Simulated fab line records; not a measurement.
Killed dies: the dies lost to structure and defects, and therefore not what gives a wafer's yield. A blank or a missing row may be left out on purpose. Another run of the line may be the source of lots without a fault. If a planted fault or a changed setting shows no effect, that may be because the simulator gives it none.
Which tool did it? / flow berkeley-cmos170 / 42 wafers from 14 lots sampled at 7 of the route's 331 steps

WHAT THE GAUGES READ, wafer by wafer
UCB170_ACTIVE_CD_MEAS_13: target cd 1200 nm.
lot=L134; measured=day 4 08:59; on=cd-sem-01; cd-nm (nm)=1202.1 1202.8 1202.8
lot=L135; measured=day 4 15:02; on=cd-sem-01; cd-nm (nm)=1199.8 1198.8 1199.3
lot=L136; measured=day 4 18:08; on=cd-sem-01; cd-nm (nm)=1198.4 1200.0 1199.6
lot=L138; measured=day 5 01:25; on=cd-sem-01; cd-nm (nm)=1198.7 1198.4 1199.1
lot=L137; measured=day 5 01:40; on=cd-sem-01; cd-nm (nm)=1201.1 1199.2 1199.6
lot=L140; measured=day 5 16:59; on=cd-sem-01; cd-nm (nm)=1197.8 1199.3 1198.5
lot=L142; measured=day 6 10:37; on=cd-sem-02; cd-nm (nm)=1200.7 1198.6 1201.0
lot=L144; measured=day 6 14:52; on=cd-sem-01; cd-nm (nm)=1198.3 1198.1 1199.6
lot=L149; measured=day 7 03:23; on=cd-sem-01; cd-nm (nm)=1201.2 1199.6 1201.2
lot=L147; measured=day 7 03:31; on=cd-sem-01; cd-nm (nm)=1197.9 1198.0 1196.4
lot=L148; measured=day 7 03:45; on=cd-sem-02; cd-nm (nm)=1199.9 1199.7 1198.8
lot=L150; measured=day 7 13:13; on=cd-sem-01; cd-nm (nm)=1202.5 1201.4 1201.7
lot=L152; measured=day 8 00:20; on=cd-sem-01; cd-nm (nm)=1198.7 1199.2 1199.5
lot=L153; measured=day 8 09:59; on=cd-sem-02; cd-nm (nm)=1201.4 1199.6 1201.0

UCB170_NLDD_OVL_MEAS_07.
lot=L134; measured=day 6 16:04; on=overlay-02; NLDD_OVL (nm)=-5 2 6
lot=L135; measured=day 6 16:10; on=overlay-01; NLDD_OVL (nm)=-2 5 6
lot=L136; measured=day 7 04:29; on=overlay-02; NLDD_OVL (nm)=-8 -6 0
lot=L138; measured=day 7 09:08; on=overlay-02; NLDD_OVL (nm)=12 4 0
lot=L137; measured=day 7 10:43; on=overlay-02; NLDD_OVL (nm)=0 1 4
lot=L140; measured=day 7 13:46; on=overlay-01; NLDD_OVL (nm)=-4 4 -7
lot=L142; measured=day 8 11:19; on=overlay-01; NLDD_OVL (nm)=-3 -2 3
lot=L144; measured=day 8 11:18; on=overlay-02; NLDD_OVL (nm)=-8 -7 -1
lot=L149; measured=day 9 03:56; on=overlay-01; NLDD_OVL (nm)=6 6 4
lot=L147; measured=day 9 04:15; on=overlay-02; NLDD_OVL (nm)=-7 -13 -9
lot=L148; measured=day 9 03:31; on=overlay-02; NLDD_OVL (nm)=-8 -7 -1
lot=L150; measured=day 9 13:16; on=overlay-01; NLDD_OVL (nm)=-5 -2 -3
lot=L152; measured=day 10 01:11; on=overlay-02; NLDD_OVL (nm)=-12 0 -9
lot=L153; measured=day 10 06:11; on=overlay-01; NLDD_OVL (nm)=7 -2 7

UCB170_SDANNEAL_RS_MEAS_02: uses a four-point probe to measure.
lot=L134; measured=day 7 01:26; on=film-metro-04; PSD_RS (ohm/sq)=75.5 75.7 75.4
lot=L135; measured=day 7 01:38; on=film-metro-03; PSD_RS (ohm/sq)=75.8 75.6 75.6
lot=L136; measured=day 7 16:49; on=film-metro-04; PSD_RS (ohm/sq)=75.3 75.2 75.2
lot=L138; measured=day 7 17:53; on=film-metro-01; PSD_RS (ohm/sq)=75.5 75.8 75.3
lot=L137; measured=day 7 19:47; on=film-metro-03; PSD_RS (ohm/sq)=75.7 75.6 75.8
lot=L140; measured=day 8 00:10; on=film-metro-03; PSD_RS (ohm/sq)=75.8 75.8 76.0
lot=L142; measured=day 8 22:37; on=film-metro-04; PSD_RS (ohm/sq)=75.7 75.8 75.5
lot=L144; measured=day 8 22:44; on=film-metro-01; PSD_RS (ohm/sq)=75.8 75.9 75.6
lot=L149; measured=day 9 13:16; on=film-metro-01; PSD_RS (ohm/sq)=75.8 75.9 75.9
lot=L147; measured=day 9 13:44; on=film-metro-01; PSD_RS (ohm/sq)=66.0 66.1 65.9 66.3 66.0 65.8
lot=L148; measured=day 9 13:09; on=film-metro-03; PSD_RS (ohm/sq)=65.8 65.7 65.3 65.8 65.4 65.4
lot=L150; measured=day 10 00:07; on=film-metro-04; PSD_RS (ohm/sq)=75.2 75.3 75.0
lot=L152; measured=day 10 11:16; on=film-metro-04; PSD_RS (ohm/sq)=75.8 75.7 75.9
lot=L153; measured=day 10 15:11; on=film-metro-03; PSD_RS (ohm/sq)=75.2 74.9 75.0

UCB170_SDANNEAL_RS_MEAS_03: uses a four-point probe to measure.
lot=L134; measured=day 7 01:34; on=film-metro-04; NSD_RS (ohm/sq)=37.13 37.16 37.27
lot=L135; measured=day 7 01:45; on=film-metro-03; NSD_RS (ohm/sq)=37.27 37.26 37.33
lot=L136; measured=day 7 16:56; on=film-metro-04; NSD_RS (ohm/sq)=37.27 37.32 37.27
lot=L138; measured=day 7 18:01; on=film-metro-01; NSD_RS (ohm/sq)=37.19 37.26 37.29
lot=L137; measured=day 7 19:54; on=film-metro-03; NSD_RS (ohm/sq)=37.37 37.30 37.31
lot=L140; measured=day 8 00:17; on=film-metro-03; NSD_RS (ohm/sq)=37.22 37.35 37.31
lot=L142; measured=day 8 22:44; on=film-metro-04; NSD_RS (ohm/sq)=37.30 37.35 37.32
lot=L144; measured=day 8 22:52; on=film-metro-01; NSD_RS (ohm/sq)=37.25 37.26 37.23
lot=L149; measured=day 9 13:23; on=film-metro-01; NSD_RS (ohm/sq)=37.23 37.31 37.28
lot=L147; measured=day 9 16:46; on=film-metro-01; NSD_RS (ohm/sq)=35.63 35.64 35.70 35.69 35.65 35.75
lot=L148; measured=day 9 15:10; on=film-metro-03; NSD_RS (ohm/sq)=35.62 35.67 35.59 35.60 35.65 35.59
lot=L150; measured=day 10 00:14; on=film-metro-04; NSD_RS (ohm/sq)=37.26 37.36 37.31
lot=L152; measured=day 10 11:23; on=film-metro-04; NSD_RS (ohm/sq)=37.26 37.33 37.32
lot=L153; measured=day 10 15:18; on=film-metro-03; NSD_RS (ohm/sq)=37.26 37.25 37.36

UCB170_SDANNEAL_RS_MEAS_04: uses a four-point probe to measure.
lot=L134; measured=day 7 01:41; on=film-metro-04; PLDD_RS (ohm/sq)=1030.9 1031.8 1030.7
lot=L135; measured=day 7 01:52; on=film-metro-03; PLDD_RS (ohm/sq)=1029.7 1033.9 1032.8
lot=L136; measured=day 7 17:04; on=film-metro-04; PLDD_RS (ohm/sq)=1033.2 1033.5 1031.3
lot=L138; measured=day 7 18:08; on=film-metro-01; PLDD_RS (ohm/sq)=1033.8 1033.5 1033.3
lot=L137; measured=day 7 20:01; on=film-metro-03; PLDD_RS (ohm/sq)=1032.6 1035.4 1032.6
lot=L140; measured=day 8 00:25; on=film-metro-03; PLDD_RS (ohm/sq)=1031.7 1032.8 1032.3
lot=L142; measured=day 8 22:51; on=film-metro-04; PLDD_RS (ohm/sq)=1031.1 1031.5 1029.4
lot=L144; measured=day 8 22:59; on=film-metro-01; PLDD_RS (ohm/sq)=1026.9 1028.4 1028.5
lot=L149; measured=day 9 13:30; on=film-metro-01; PLDD_RS (ohm/sq)=1033.3 1031.0 1033.0
lot=L147; measured=day 9 19:05; on=film-metro-01; PLDD_RS (ohm/sq)=1013.1 1012.2 1009.9 1013.8 1011.6 1008.5
lot=L148; measured=day 9 19:41; on=film-metro-03; PLDD_RS (ohm/sq)=1015.9 1011.3 1015.7 1013.2 1010.8 1014.1
lot=L150; measured=day 10 00:22; on=film-metro-04; PLDD_RS (ohm/sq)=1034.0 1032.4 1029.0
lot=L152; measured=day 10 11:31; on=film-metro-04; PLDD_RS (ohm/sq)=1032.8 1031.6 1033.0
lot=L153; measured=day 10 15:25; on=film-metro-03; PLDD_RS (ohm/sq)=1038.9 1032.7 1031.9

WHAT TOOL EACH LOT RAN ON (gives the tool, then ch and the chambers of the sampled wafers, and finally the start)
lot=L134; UCB170_ACTIVE_STRIP_16=plasma-asher-03 ch 0,1, day 4 09:14; UCB170_SDANNEAL_RTA_01=rtp-anneal-02 ch 0, day 7 01:22
lot=L135; UCB170_ACTIVE_STRIP_16=plasma-asher-02 ch 0,1, day 4 15:18; UCB170_SDANNEAL_RTA_01=rtp-anneal-01 ch 0, day 7 01:34
lot=L136; UCB170_ACTIVE_STRIP_16=plasma-asher-02 ch 0,1, day 4 18:23; UCB170_SDANNEAL_RTA_01=rtp-anneal-01 ch 0, day 7 16:46
lot=L138; UCB170_ACTIVE_STRIP_16=plasma-asher-02 ch 1, day 5 01:40; UCB170_SDANNEAL_RTA_01=rtp-anneal-01 ch 0, day 7 17:50
lot=L137; UCB170_ACTIVE_STRIP_16=plasma-asher-03 ch 0,1, day 5 01:54; UCB170_SDANNEAL_RTA_01=rtp-anneal-01 ch 0, day 7 19:43
lot=L140; UCB170_ACTIVE_STRIP_16=plasma-asher-03 ch 0,1, day 5 17:14; UCB170_SDANNEAL_RTA_01=rtp-anneal-02 ch 0, day 8 00:06
lot=L142; UCB170_ACTIVE_STRIP_16=plasma-asher-01 ch 0,1, day 6 10:52; UCB170_SDANNEAL_RTA_01=rtp-anneal-01 ch 0, day 8 22:33
lot=L144; UCB170_ACTIVE_STRIP_16=plasma-asher-02 ch 0,1, day 6 15:08; UCB170_SDANNEAL_RTA_01=rtp-anneal-01 ch 0, day 8 22:41
lot=L149; UCB170_ACTIVE_STRIP_16=plasma-asher-03 ch 1, day 7 03:39; UCB170_SDANNEAL_RTA_01=rtp-anneal-01 ch 0, day 9 13:12
lot=L147; UCB170_ACTIVE_STRIP_16=plasma-asher-02 ch 0,1, day 7 03:46; UCB170_SDANNEAL_RTA_01=rtp-anneal-02 ch 0, day 9 13:39
lot=L148; UCB170_ACTIVE_STRIP_16=plasma-asher-03 ch 0,1, day 7 04:01; UCB170_SDANNEAL_RTA_01=rtp-anneal-02 ch 0, day 9 13:06
lot=L150; UCB170_ACTIVE_STRIP_16=plasma-asher-02 ch 0,1, day 7 13:28; UCB170_SDANNEAL_RTA_01=rtp-anneal-01 ch 0, day 10 00:02
lot=L152; UCB170_ACTIVE_STRIP_16=plasma-asher-01 ch 0,1, day 8 00:35; UCB170_SDANNEAL_RTA_01=rtp-anneal-01 ch 0, day 10 11:11
lot=L153; UCB170_ACTIVE_STRIP_16=plasma-asher-03 ch 0,1, day 8 10:13; UCB170_SDANNEAL_RTA_01=rtp-anneal-01 ch 0, day 10 15:07
- UCB170_ACTIVE_STRIP_16: strips in O2.
- UCB170_SDANNEAL_RTA_01: time 5 s.

WHAT THE TOOLS THEMSELVES READ (means of the sampled wafers that have a number; where no wafer has one, the mark that the record gives instead)
UCB170_ACTIVE_STRIP_16.
lot=L134; tool=plasma-asher-03; drypump-motor-current-A (A)=6.0; oes-product-au (a.u.)=0.721; strip-time-to-endpoint-s (s)=18.50
lot=L135; tool=plasma-asher-02; drypump-motor-current-A (A)=5.4; oes-product-au (a.u.)=0.724; strip-time-to-endpoint-s (s)=18.51
lot=L136; tool=plasma-asher-02; drypump-motor-current-A (A)=5.4; oes-product-au (a.u.)=0.724; strip-time-to-endpoint-s (s)=18.35
lot=L138; tool=plasma-asher-02; drypump-motor-current-A (A)=5.3; oes-product-au (a.u.)=0.726; strip-time-to-endpoint-s (s)=18.69
lot=L137; tool=plasma-asher-03; drypump-motor-current-A (A)=5.7; oes-product-au (a.u.)=0.722; strip-time-to-endpoint-s (s)=18.37
lot=L140; tool=plasma-asher-03; drypump-motor-current-A (A)=5.7; oes-product-au (a.u.)=0.718; strip-time-to-endpoint-s (s)=18.39
lot=L142; tool=plasma-asher-01; drypump-motor-current-A (A)=6.2; oes-product-au (a.u.)=0.721; strip-time-to-endpoint-s (s)=18.34
lot=L144; tool=plasma-asher-02; drypump-motor-current-A (A)=5.6; oes-product-au (a.u.)=0.720; strip-time-to-endpoint-s (s)=18.50
lot=L149; tool=plasma-asher-03; drypump-motor-current-A (A)=5.3; oes-product-au (a.u.)=0.722; strip-time-to-endpoint-s (s)=18.27
lot=L147; tool=plasma-asher-02; drypump-motor-current-A (A)=5.4; oes-product-au (a.u.)=0.721; strip-time-to-endpoint-s (s)=18.54
lot=L148; tool=plasma-asher-03; drypump-motor-current-A (A)=5.6; oes-product-au (a.u.)=0.721; strip-time-to-endpoint-s (s)=18.38
lot=L150; tool=plasma-asher-02; drypump-motor-current-A (A)=5.5; oes-product-au (a.u.)=0.720; strip-time-to-endpoint-s (s)=18.25
lot=L152; tool=plasma-asher-01; drypump-motor-current-A (A)=6.2; oes-product-au (a.u.)=0.716; strip-time-to-endpoint-s (s)=18.34
lot=L153; tool=plasma-asher-03; drypump-motor-current-A (A)=5.7; oes-product-au (a.u.)=0.716; strip-time-to-endpoint-s (s)=18.39

UCB170_SDANNEAL_RTA_01.
lot=L134; tool=rtp-anneal-02; lamp-power-pct (%)=32.6; wafer_temp_C_max=1055.5
lot=L135; tool=rtp-anneal-01; lamp-power-pct (%)=31.9; wafer_temp_C_max=1053.7
lot=L136; tool=rtp-anneal-01; lamp-power-pct (%)=31.9; wafer_temp_C_max=1053.5
lot=L138; tool=rtp-anneal-01; lamp-power-pct (%)=31.9; wafer_temp_C_max=1053.4
lot=L137; tool=rtp-anneal-01; lamp-power-pct (%)=31.9; wafer_temp_C_max=1053.4
lot=L140; tool=rtp-anneal-02; lamp-power-pct (%)=32.6; wafer_temp_C_max=1054.1
lot=L142; tool=rtp-anneal-01; lamp-power-pct (%)=32.0; wafer_temp_C_max=1054.0
lot=L144; tool=rtp-anneal-01; lamp-power-pct (%)=32.0; wafer_temp_C_max=1054.0
lot=L149; tool=rtp-anneal-01; lamp-power-pct (%)=31.9; wafer_temp_C_max=1053.8
lot=L147; tool=rtp-anneal-02; lamp-power-pct (%)=34.7; wafer_temp_C_max=1081.4
lot=L148; tool=rtp-anneal-02; lamp-power-pct (%)=34.7; wafer_temp_C_max=1079.7
lot=L150; tool=rtp-anneal-01; lamp-power-pct (%)=31.9; wafer_temp_C_max=1053.9
lot=L152; tool=rtp-anneal-01; lamp-power-pct (%)=32.0; wafer_temp_C_max=1054.3
lot=L153; tool=rtp-anneal-01; lamp-power-pct (%)=31.9; wafer_temp_C_max=1053.4

THE ANSWER, worked out from the rows above alone
Rule: the lots themselves supply what counts as usual. The widest of any qualifying gaps counts: lots, ordered by their means at a reading, are off when they make up no more than a third of the lots, leave a main group of 4 or more, and stand apart from it by 3 or more times the standard deviation of that group's means. A main group is skipped when, at the precision printed for the reading in the tables above, its means are all equal. Also off: a lot with no number at a reading for which 4 or more lots have one. Any other lot the step has rows for is counted as sound. First the gauges in route order, then the tools' own readings, where a lot's mean is used as printed above. The first step at which some lot is off is used, and at that step the reading that is off furthest; a lot without a number counts as furthest.
Off: at UCB170_SDANNEAL_RS_MEAS_02 (PSD_RS), L147, L148. For the main group the mean is 75.6 ohm/sq and the standard deviation 0.27.
A tool fits if, at a process step before that reading, it ran every lot that is off, and no sound lot after the first of them. The gauges at UCB170_SDANNEAL_RS_MEAS_02 aren't tried: what is off there is off at UCB170_SDANNEAL_RTA_01 too, on other tools, and a gauge's error can't cause that. One fits: UCB170_SDANNEAL_RTA_01 on rtp-anneal-02. Its last sound lot is L140 (day 8 00:06), its first lot that is off L148 (day 9 13:06): a fault that began between those two fits.
The tool's own readings at UCB170_SDANNEAL_RTA_01 bear it out: on the lots that are off they differ by more than 5 times the standard deviation of the sound lots' means. lamp-power-pct reads 34.7 % there against 32.0 % on the sound lots; wafer_temp_C_max reads 1080.6 there against 1053.9 on the sound lots.

WHAT THE SIMULATOR HAD INSERTED
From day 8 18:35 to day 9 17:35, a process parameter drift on rtp-anneal-02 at UCB170_SDANNEAL_RTA_01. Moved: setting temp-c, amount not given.
Struck lots among those shown: L147, L148. The rule above found the same.
